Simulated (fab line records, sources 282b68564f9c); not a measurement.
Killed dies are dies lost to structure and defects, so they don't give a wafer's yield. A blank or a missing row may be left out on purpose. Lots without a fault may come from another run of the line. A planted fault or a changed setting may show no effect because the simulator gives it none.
Tool commonality check | flow rit_cmos | 14 lots, 48 wafers sampled

WHY IT WAS OPENED
At RIT_PWELL_TW_MEAS_10 the reading PWELL_TW is flagged on 2 of 14 lots. Wafers without a fault read 955, standard deviation 11.
Rule: a lot is flagged when every wafer of it that has a number lies more than 4 standard deviations from that mean, or none has a number. The other lots count as sound.

lot  | measured    | on            | PWELL_TW, wafer by wafer | flag
L349 | day 2 11:45 | film_metro-02 | 939 939 942              |
L350 | day 2 12:01 | film_metro-02 | 937 938 935              |
L351 | day 2 16:38 | film_metro-02 | 946 941 941              |
L352 | day 2 20:18 | film_metro-01 | 960 966 961              |
L353 | day 3 01:26 | film_metro-02 | 937 937 936              |
L355 | day 3 12:31 | film_metro-01 | 961 969 965              |
L357 | day 4 00:20 | film_metro-01 | 962 963 961              |
L359 | day 4 11:28 | film_metro-01 | 957 960 953              |
L362 | day 4 22:15 | film_metro-02 | 937 937 936              |
L363 | day 5 05:18 | film_metro-01 | 871 874 873 870 873 878  | FLAGGED
L364 | day 5 10:25 | film_metro-01 | 960 965 967              |
L366 | day 5 18:08 | film_metro-01 | 871 875 875 877 871 870  | FLAGGED
L369 | day 6 08:06 | film_metro-01 | 951 951 953              |
L370 | day 6 15:29 | film_metro-01 | 954 957 955              |
The numbers of the flagged lots are 873 on average: -82 against the usual, or -7 standard deviations.

WHICH TOOL RAN EACH LOT
The record holds 1 process step before the reading, out of a route of 202 steps. In each cell: the tool, then ch and the chambers that the sampled wafers went through, then the start.
lot  | flag    | RIT_PWELL_IMPLANT_08
L349 |         | implanter-04 ch 0, day 2 11:25
L350 |         | implanter-03 ch 0, day 2 11:42
L351 |         | implanter-02 ch 0, day 2 16:22
L352 |         | implanter-04 ch 0, day 2 19:58
L353 |         | implanter-02 ch 0, day 3 01:07
L355 |         | implanter-04 ch 0, day 3 12:14
L357 |         | implanter-03 ch 0, day 3 23:52
L359 |         | implanter-04 ch 0, day 4 11:10
L362 |         | implanter-04 ch 0, day 4 21:55
L363 | FLAGGED | implanter-04 ch 0, day 5 04:59
L364 |         | implanter-03 ch 0, day 5 10:07
L366 | FLAGGED | implanter-04 ch 0, day 5 17:49
L369 |         | implanter-03 ch 0, day 6 07:47
L370 |         | implanter-02 ch 0, day 6 15:11
What these steps do:
- RIT_PWELL_IMPLANT_08
- RIT_PWELL_TW_MEAS_10

FLAGGED OVER TOTAL, TOOL BY TOOL (the gauges that took the reading come last)
step                 | tool          | lots run | flagged | share of the flagged lots | sound lots run after its first flagged lot
RIT_PWELL_IMPLANT_08 | implanter-02  | 3        | 0       | none                      | -
RIT_PWELL_IMPLANT_08 | implanter-03  | 4        | 0       | none                      | -
RIT_PWELL_IMPLANT_08 | implanter-04  | 7        | 2       | all                       | 0
RIT_PWELL_TW_MEAS_10 | film_metro-01 | 9        | 2       | all                       | 3 (L364,L369,L370)
RIT_PWELL_TW_MEAS_10 | film_metro-02 | 5        | 0       | none                      | -

WHAT THE TABLE ALLOWS
2 rows of the table ran every flagged lot: implanter-04 at RIT_PWELL_IMPLANT_08, film_metro-01 at RIT_PWELL_TW_MEAS_10.
- implanter-04 at RIT_PWELL_IMPLANT_08: 2 of its 7 lots flagged. Its last sound lot is L362 (day 4 21:55), its first flagged lot L363 (day 5 04:59): a fault that began between those two fits. Its own readings lie more than 4 standard deviations out on every wafer of the flagged lots: dose_ions_cm2, faraday_current_uA.
- film_metro-01 at RIT_PWELL_TW_MEAS_10: 2 of its 9 lots flagged. Sound lots ran on it after the first flagged one (L364, L369, L370), which a lasting fault on the whole tool wouldn't allow.
One tool is left: implanter-04 at RIT_PWELL_IMPLANT_08.

WHAT THE SIMULATOR HAD PUT IN
Process parameter drift: implanter-04, from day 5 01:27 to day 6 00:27, at RIT_PWELL_IMPLANT_08. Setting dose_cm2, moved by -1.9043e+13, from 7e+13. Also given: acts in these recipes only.
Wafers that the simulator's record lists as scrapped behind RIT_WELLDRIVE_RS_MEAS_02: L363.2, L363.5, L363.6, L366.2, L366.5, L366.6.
Lots struck among those shown: L363, L366. The rule above found the same.
